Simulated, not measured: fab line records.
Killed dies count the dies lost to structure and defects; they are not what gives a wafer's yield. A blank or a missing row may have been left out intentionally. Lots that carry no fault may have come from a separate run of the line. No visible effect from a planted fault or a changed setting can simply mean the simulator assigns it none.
The tool behind it: which one? | flow rit-cmos | Sampling: 7 lots, 21 wafers, 2 of 202 route steps

== WHAT EACH GAUGE READ, for each wafer ==
RIT_NWELL_OVL_MEAS_06.
lot  | measured    | on         | NWELL_OVL (nm)
L385 | day 2 02:43 | overlay-01 | 1.4 0.4 1.1
L398 | day 4 20:44 | overlay-02 | -2.0 -1.3 -1.3
L400 | day 5 07:25 | overlay-01 | -0.3 -0.5 -0.9
L403 | day 5 21:01 | overlay-02 | 0.6 1.9 -0.1
L406 | day 6 13:46 | overlay-01 | -1.3 -2.6 -1.6

== TOOL THAT RAN EACH LOT (tool first, then ch and the chambers of the sampled wafers, then the start) ==
lot  | RIT_ACTIVE_OXIDATION_01
L385 | furnace-03 ch 0, day 1 15:59
L389 | furnace-03, day 2 11:07
L391 | furnace-03, day 2 22:04
L398 | furnace-04 ch 0, day 4 09:09
L400 | furnace-01 ch 0, day 4 18:29
L403 | furnace-04 ch 0, day 5 09:07
L406 | furnace-03 ch 0, day 6 00:10
- RIT_ACTIVE_OXIDATION_01: target thk 46.8 nm, ox time 3360 s.

== THE ANSWER, worked out from the rows above alone ==
Rule: the usual values come from the lots themselves. Put in order of their means at a reading, lots are off if they are a third of the lots or fewer, leave a main group of 4 or more, and stand apart from it by a gap of 3 or more times the standard deviation of the main group's means; of several such gaps the widest counts. A main group is skipped when, at the precision printed for the reading in the tables above, its means are all equal. Also off: a lot with no number at a reading for which 4 or more lots have one. Any other lot the step has rows for is counted as sound.
No lot is off on any of the readings shown, so nothing can be concluded from this.

== WHAT HAD BEEN PUT IN BY THE SIMULATOR ==
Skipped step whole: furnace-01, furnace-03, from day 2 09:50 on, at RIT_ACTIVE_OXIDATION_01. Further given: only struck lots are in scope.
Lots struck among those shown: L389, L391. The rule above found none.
